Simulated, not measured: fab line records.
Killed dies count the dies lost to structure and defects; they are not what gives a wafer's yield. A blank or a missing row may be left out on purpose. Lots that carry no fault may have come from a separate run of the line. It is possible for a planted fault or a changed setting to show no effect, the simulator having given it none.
Split-lot study -- flow rit cmos -- 5 lots, 23 wafers read, on a route of 202 steps

== THE SPLIT ITSELF ==
At RIT_NRETRO_IMPLANT_08, the setting dose cm2 was moved away from the recipe's 1e+13 on 10 of the 23 wafers read, by -5.7% to +6.6%. All remaining wafers had this setting at the recipe value.

== THE PATH FROM SPLIT TO READING: the file shows 1 step between them ==
- RIT_NRETRO_STRIP_09: strips in O2, time 180 s

== THE READING ==
NRETRO_TW, at RIT_NRETRO_TW_MEAS_10. A value of 1053 with a standard deviation of 6.4 is what fault-free wafers of this fab line usually give.

wafer,"tool, chamber at the split",dose cm2 as run,against the recipe,NRETRO_TW,against lot-mates on the recipe
L074.1,"implanter-04, 0",1e+13,recipe,1059,-
L074.3,"implanter-04, 0",1e+13,recipe,1055,-
L074.4,"implanter-04, 0",1e+13,recipe,1055,-
L074.5,"implanter-04, 0",9.761e+12,-2.4%,1042,-14
L074.6,"implanter-04, 0",9.761e+12,-2.4%,1051,-5
L077.1,"implanter-04, 0",1.066e+13,+6.6%,1068,+19
L077.2,"implanter-04, 0",1e+13,recipe,1056,-
L077.3,"implanter-04, 0",1.066e+13,+6.6%,1074,+25
L077.4,"implanter-04, 0",1e+13,recipe,1045,-
L077.5,"implanter-04, 0",1e+13,recipe,1045,-
L078.2,"implanter-04, 0",1e+13,recipe,1048,-
L078.3,"implanter-04, 0",1e+13,recipe,1052,-
L078.6,"implanter-04, 0",1e+13,recipe,1052,-
L080.2,"implanter-04, 0",9.433e+12,-5.7%,1030,-28
L080.3,"implanter-04, 0",9.433e+12,-5.7%,1031,-26
L080.4,"implanter-04, 0",1e+13,recipe,1058,-
L080.5,"implanter-04, 0",9.433e+12,-5.7%,1034,-24
L080.6,"implanter-04, 0",1e+13,recipe,1057,-
L084.2,"implanter-03, 0",1e+13,recipe,1056,-
L084.3,"implanter-03, 0",1.066e+13,+6.6%,1074,+22
L084.4,"implanter-03, 0",1e+13,recipe,1048,-
L084.5,"implanter-03, 0",1.066e+13,+6.6%,1075,+23
L084.6,"implanter-03, 0",1.066e+13,+6.6%,1076,+24

THE FIT
A straight line over all 23 wafers: NRETRO_TW changes by +3.3 for each +1% of dose cm2; r = +0.95; the points scatter about the line by 4.3.
The same after taking each lot's own level away (the mean of its wafers on the recipe; 23 wafers): +3.84 for each +1%; r = +0.97; scatter 3.5.
Per that fit: largest dose cm2 move, reading shift of 25.
Measured against the standard deviation above, the lots' own levels, which go from 1048.7 to 1057.5, span 1.4 times it.
So the lot-to-lot level changes the slope: the two fits differ.
Check: with one of the wafers moved furthest among these (+6.6%) left out of the fit, the line predicts +25.1 for it against its lot-mates. Against them it came out at +19.3.

== ADDITIONAL SPLITS CARRIED BY THESE WAFERS ==
Note: prior to the reading, these wafers also went through further splits. Each is held against what the fit with the lots' levels taken away leaves over:
other split on the same wafers,wafers away from the commonest value,r with NRETRO_TW (lot level and that fit taken away)
RIT_ACTIVE_OXIDATION_01 temp c,10,-0.14
RIT_ACTIVE_COAT_06 spin rpm,6,-0.18
RIT_PWELL_IMPLANT_08 dose cm2,6,-0.24

== THE FILE'S OWN FIT ==
NRETRO_TW changes by +3.73 for each +1% of dose cm2, r = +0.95.
